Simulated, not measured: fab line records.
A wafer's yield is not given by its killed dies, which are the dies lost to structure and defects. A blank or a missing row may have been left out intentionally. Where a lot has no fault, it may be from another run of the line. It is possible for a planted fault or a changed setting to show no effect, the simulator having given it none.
Problem report, 8D (eight disciplines) form, completed by code | flow berkeley-cmos170 | the parts of the form that need people (team, actions taken, sign-off) are left out

== 1. THE ISSUE ==
PWELL_NITRIDE_THK at UCB170_PWELL_THK_MEAS_06 reads a mean of 184.0 nm on 3 wafers of 1 lot; wafers without a fault read 221.1 nm with a standard deviation of 2.1. Relative to the usual mean, that is a shift of -18 standard deviations.
Seen first at day 4 03:52 on film-metro-04, wafer L669.1. The record has a number at this step for 33 wafers belonging to 11 lots. By rule, "out" or "out of limits" means more than 4 standard deviations away from the usual mean. The other wafers with a number count as sound.

== 2. WHAT IT IS, AND WHAT IT ISN'T ==
question                    | is                     | is not
which readings at this step | PWELL_NITRIDE_THK      | -
which lots                  | L669                   | L666, L667, L668, L673, L681, L682, L686, L687, L688, L689
which wafers of those lots  | all that have a number | -
read on which gauges        | film-metro-04          | film-metro-02, film-metro-03
when                        | from day 4 03:52       | up to then (9 sound wafers); but 21 sound wafers of L673, L681, L682, L686, L687, L688, L689 came after

== 3. THE SUSPECTS, EACH WITH WHAT RULES IT OUT ==
Counting: any tool at a process step up to the reading is kept as a suspect provided that every lot that is out went through it and no sound lot did after the first of them.
- the gauge at UCB170_PWELL_THK_MEAS_06: ruled out. All the wafers that are out were read on film-metro-04, but those of them that UCB170_PWELL_ETCH_14 has rows for are out there too, on other tools.
- lpcvd-02 at UCB170_PWELL_CVD_05 (deposits Si3N4 from SiH2Cl2/NH3, target thk 220 nm, time 3300 s): ruled out as a lasting fault. Sound lots L689 ran on it after its first lot that is out, L669 (day 4 01:58).
Left after counting: nothing in the record.

== 4. THE CAUSE (what the simulator had put in) ==
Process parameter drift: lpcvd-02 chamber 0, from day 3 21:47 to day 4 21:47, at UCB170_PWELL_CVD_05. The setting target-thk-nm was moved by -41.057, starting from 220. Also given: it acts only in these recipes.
The count ruled it out by mistake, since the rule takes a fault to strike every lot its tool runs from the start of the fault on, and this one did not do so.

== 5. SEQUENCE OF EFFECTS, ordered by route ==
Rows list readings where the struck wafers' mean (over those with a number) sits beyond 3 standard deviations from the usual. Only readings whose record carries a usual standard deviation are examined. hours: median over the lots of the time between each lot's start at the first step of this table that gives one and its start at this step. sigmas: the change, counted in usual standard deviations.
hours | step                     | reading           | usual      | on struck wafers | change | sigmas
0     | UCB170_PWELL_THK_MEAS_06 | PWELL_NITRIDE_THK | 221.1 nm   | 184.0            | -37.1  | -18
2     | UCB170_PWELL_ETCH_14     | oes-product-au    | 0.944 a.u. | 0.850            | -0.094 | -9.4
It contains these process steps:
- UCB170_PWELL_ETCH_14: etches Si3N4 in CH3F/Ar/O2, stops on SiO2, target depth 242 nm, time 151 s.

== 6. WHAT WOULD HAVE CAUGHT IT SOONER ==
Counted from the fault's start at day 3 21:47, it took 6 hours until the first out-of-limits reading at a measuring or inspecting step in this record, taken at day 4 03:52.
An alarm limit of 4 standard deviations would not have fired on the tool readings at UCB170_PWELL_CVD_05 for which the record gives a usual standard deviation, since none of them was out on any struck wafer.
